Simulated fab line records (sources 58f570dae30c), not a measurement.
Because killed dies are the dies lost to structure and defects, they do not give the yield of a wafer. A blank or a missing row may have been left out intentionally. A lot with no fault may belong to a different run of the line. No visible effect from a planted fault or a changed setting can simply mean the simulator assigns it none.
Code-filled problem report in 8D (eight disciplines) form / flow berkeley cmos170 / the parts of the form that need people (team, actions taken, sign-off) are left out

1. WHAT WENT WRONG
Across 6 wafers from 2 lots, PVT_TW at UCB170_PVT_TW_MEAS_09 averages 441.5, while fault-free wafers read 509.6 with a standard deviation of 2.2. Measured from the usual mean, that is -31 standard deviations.
Seen first at day 9 11:43 on film metro-04, wafer L101.4. The record holds 42 wafers of 14 lots with a number at this step. The rule behind "out" and "out of limits": a value lying over 4 standard deviations away from the usual mean. The other wafers with a number count as sound.

2. WHAT IT IS, WHAT IT ISN'T
question=which readings at this step | is=PVT_TW | is not=-
question=which lots | is=L101, L999 | is not=L100, L102, L107, L108, L109, L987, L988, L991, L992, L993, L995, L996
question=which wafers of those lots | is=all that have a number | is not=-
question=read on which gauges | is=film metro-02, film metro-04 | is not=film metro-01
question=when | is=from day 9 11:43 | is not=up to then (24 sound wafers); but 12 sound wafers of L100, L107, L108, L109 came after

3. SUSPECTS, AND WHAT RULES EACH OUT
Counting: any tool at a process step up to the reading is kept as a suspect provided that every lot that is out went through it and no sound lot did after the first of them.
- the gauge at UCB170_PVT_TW_MEAS_09: ruled out. The wafers that are out were read on 2 gauges (film metro-02, film metro-04).
- implanter-03 at UCB170_PVT_IMPLANT_07: kept. All lots that are out passed through it, beginning with L101 at day 9 11:30, and no sound lot followed; its final sound lot before that point was L996 at day 9 00:20. Its own readings are out on those wafers: dose ions cm2, faraday current uA.
After counting, what remains is implanter-03 at UCB170_PVT_IMPLANT_07.

4. THE CAUSE (what the simulator had put in)
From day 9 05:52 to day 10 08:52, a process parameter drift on implanter-03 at UCB170_PVT_IMPLANT_07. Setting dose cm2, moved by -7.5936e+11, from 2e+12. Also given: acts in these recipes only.
The count eliminated every tool but this one.

5. THE CHAIN OF EFFECTS, in route order
One row per reading whose mean, taken over the struck wafers that have a number, lies over 3 standard deviations from the usual. Scope: only readings with a usual standard deviation given in the record; hours: median across lots of the time from each lot's start at the first step in this table that gives one to its start at this step; sigmas: change in usual standard deviations.
hours=0; step=UCB170_PVT_IMPLANT_07; reading=dose ions cm2; usual=1.9996e+12; on struck wafers=1.2403e+12; change=-7.5933e+11; sigmas=-99 or more
hours=0; step=UCB170_PVT_IMPLANT_07; reading=faraday current uA; usual=6.35; on struck wafers=3.97; change=-2.38; sigmas=-20
hours=0; step=UCB170_PVT_TW_MEAS_09; reading=PVT_TW; usual=509.6; on struck wafers=441.5; change=-68.1; sigmas=-31
Here are the process steps it includes:
- UCB170_PVT_IMPLANT_07

6. WHAT WOULD HAVE CAUGHT IT SOONER
In this record the first reading out of limits at a measuring or inspecting step was taken at day 9 11:43, 6 hours after the fault began at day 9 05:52.
The tool's own readings at UCB170_PVT_IMPLANT_07 were out on every struck wafer that the step has a row for (dose ions cm2, faraday current uA): an alarm limit on them would have fired on the first of those.
Among the 2 lots that are out, L999 began UCB170_PVT_IMPLANT_07 on implanter-03 after day 9 11:43. Holding the tool at that time would have saved it.
